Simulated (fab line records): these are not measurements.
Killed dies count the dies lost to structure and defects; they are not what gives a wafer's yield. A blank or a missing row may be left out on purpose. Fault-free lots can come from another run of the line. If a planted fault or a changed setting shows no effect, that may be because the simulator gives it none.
What tool caused it? ; flow berkeley_cmos170 ; 14 lots, 42 wafers sampled, at 4 steps of a route of 331

== WHAT EACH GAUGE READ, for each wafer ==
UCB170_M2_CD_MEAS_15: target cd 700 nm.
lot;measured;on;cd_nm (nm)
L448;day 8 07:27;cd_sem-02;702.3 701.6 701.1
L452;day 8 14:46;cd_sem-02;697.6 697.3 698.5
L451;day 8 10:56;cd_sem-02;701.5 701.6 702.9
L455;day 9 14:02;cd_sem-01;700.3 700.2 701.4
L453;day 9 14:40;cd_sem-01;699.5 698.9 699.1
L454;day 9 14:34;cd_sem-02;699.3 699.4 698.3
L460;day 10 23:42;cd_sem-01;701.3 700.7 703.0
L461;day 10 22:16;cd_sem-01;698.7 698.9 699.8
L463;day 11 12:20;cd_sem-02;699.2 701.4 701.5
L462;day 11 15:13;cd_sem-01;700.6 700.4 699.7
L468;day 12 06:11;cd_sem-01;700.3 700.0 700.5
L469;day 12 20:18;cd_sem-02;699.8 699.3 699.4
L470;day 12 18:16;cd_sem-02;697.4 699.1 699.2
L471;day 13 07:07;cd_sem-02;698.9 698.8 698.7

UCB170_M2_OVL_MEAS_16.
lot;measured;on;M2_OVL (nm)
L448;day 8 07:32;overlay-02;8 3 2
L452;day 8 14:53;overlay-02;3 10 -2
L451;day 8 11:04;overlay-02;-8 0 -1
L455;day 9 14:09;overlay-01;-10 -5 -3
L453;day 9 14:46;overlay-02;0 4 -7
L454;day 9 14:40;overlay-01;-6 9 -3
L460;day 10 23:49;overlay-02;3 2 -5
L461;day 10 22:23;overlay-02;7 0 -3
L463;day 11 12:27;overlay-01;-6 3 -3
L462;day 11 15:20;overlay-02;7 1 -4
L468;day 12 06:19;overlay-01;1 -3 -3
L469;day 12 20:25;overlay-02;-2 -5 -12
L470;day 12 18:22;overlay-01;5 10 -6
L471;day 13 07:13;overlay-02;-4 5 5

== EACH LOT AND THE TOOL THAT RAN IT (in order: tool; ch and the chambers of the sampled wafers; start) ==
lot;UCB170_PWELL_SOFTBAKE_09;UCB170_M2_SPUTTER_01
L448;litho_track-03 ch 0, day 3 10:49;pvd_sputter-03, day 8 04:50
L452;litho_track-01 ch 0, day 3 18:16;pvd_sputter-01, day 8 11:22
L451;litho_track-02 ch 0, day 3 18:20;pvd_sputter-03, day 8 08:13
L455;litho_track-03 ch 0, day 4 14:20;pvd_sputter-04, day 9 11:49
L453;litho_track-01 ch 0, day 4 14:27;pvd_sputter-01, day 9 12:11
L454;litho_track-03 ch 0, day 4 14:47;pvd_sputter-03, day 9 12:06
L460;litho_track-03 ch 0, day 5 19:55;pvd_sputter-04, day 10 21:31
L461;litho_track-02 ch 0, day 5 20:02;pvd_sputter-03, day 10 20:08
L463;litho_track-02 ch 0, day 6 06:11;pvd_sputter-01, day 11 10:19
L462;litho_track-01 ch 0, day 6 06:31;pvd_sputter-03, day 11 12:43
L468;litho_track-03 ch 0, day 7 05:49;pvd_sputter-01, day 12 03:20
L469;litho_track-03 ch 0, day 7 18:29;pvd_sputter-04, day 12 18:11
L470;litho_track-01 ch 0, day 7 18:38;pvd_sputter-01, day 12 16:19
L471;litho_track-01 ch 0, day 8 02:53;pvd_sputter-01, day 13 05:03
- UCB170_PWELL_SOFTBAKE_09: time 60 s.
- UCB170_M2_SPUTTER_01: material Al, target thk 900 nm, time 120 s.

== AS READ BY THE TOOLS THEMSELVES (means over the sampled wafers that have a number; for cases with no such wafer, the mark the record gives instead) ==
UCB170_PWELL_SOFTBAKE_09.
lot;tool;heater_power_total_W (W);plate_temp_C (C);run_length_s (s)
L448;litho_track-03;56.75;130.16;89.14
L452;litho_track-01;56.81;130.08;89.02
L451;litho_track-02;56.74;129.99;89.28
L455;litho_track-03;56.84;130.14;89.25
L453;litho_track-01;56.84;130.03;89.02
L454;litho_track-03;56.80;129.84;89.33
L460;litho_track-03;56.84;130.29;89.23
L461;litho_track-02;56.77;129.94;89.32
L463;litho_track-02;56.83;129.98;89.33
L462;litho_track-01;56.76;129.94;88.95
L468;litho_track-03;60.47;-;77.16
L469;litho_track-03;60.53;-;77.14
L470;litho_track-01;56.85;129.97;89.02
L471;litho_track-01;56.78;130.15;88.92

UCB170_M2_SPUTTER_01.
lot;tool;throttle_valve_pct (%)
L448;pvd_sputter-03;30.0
L452;pvd_sputter-01;28.9
L451;pvd_sputter-03;29.0
L455;pvd_sputter-04;29.9
L453;pvd_sputter-01;29.8
L454;pvd_sputter-03;30.1
L460;pvd_sputter-04;29.7
L461;pvd_sputter-03;30.5
L463;pvd_sputter-01;29.6
L462;pvd_sputter-03;29.8
L468;pvd_sputter-01;29.7
L469;pvd_sputter-04;30.0
L470;pvd_sputter-01;28.9
L471;pvd_sputter-01;29.4

== THE ANSWER, worked out from the rows above alone ==
Rule: what is usual is taken from the lots themselves. The widest of any qualifying gaps counts: lots, ordered by their means at a reading, are off when they make up no more than a third of the lots, leave a main group of 4 or more, and stand apart from it by 3 or more times the standard deviation of that group's means. The tables above print the reading to a certain number of digits; a main group whose means all agree to those digits is not used. Also off: a lot with no number at a reading for which 4 or more lots have one. The other lots that the step has rows for count as sound. The gauges are gone through in route order, then the tools' own readings, and for those a lot's mean is taken as printed above. The first step at which some lot is off is used, and at that step the reading that is off furthest; a lot without a number counts as furthest.
Off, at UCB170_PWELL_SOFTBAKE_09 on plate_temp_C: L468, L469. Without a number there: L468, L469. The main group has a mean of 130.04 C with a standard deviation of 0.12.
A tool fits if, at that step or a process step before it, it ran every lot that is off, and no sound lot after the first of them. One candidate fits, namely litho_track-03 at UCB170_PWELL_SOFTBAKE_09. A fault onset in the window from L460 (day 5 19:55, its last sound lot) to L468 (day 7 05:49, its first lot off) fits.
The tool's own readings at UCB170_PWELL_SOFTBAKE_09 bear it out: on the lots that are off they differ by more than 5 times the standard deviation of the sound lots' means. heater_power_total_W reads 60.50 W there against 56.80 W on the sound lots; run_length_s reads 77.15 s there against 89.15 s on the sound lots.
Blank at UCB170_PWELL_SOFTBAKE_09 on the lots that are off, where sound lots have numbers: plate_temp_C.

== WHAT HAD BEEN PUT IN BY THE SIMULATOR ==
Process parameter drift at UCB170_PWELL_SOFTBAKE_09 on litho_track-03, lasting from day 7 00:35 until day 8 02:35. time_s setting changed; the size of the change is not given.
Struck lots among those shown: L468, L469. Same finding as the rule above.
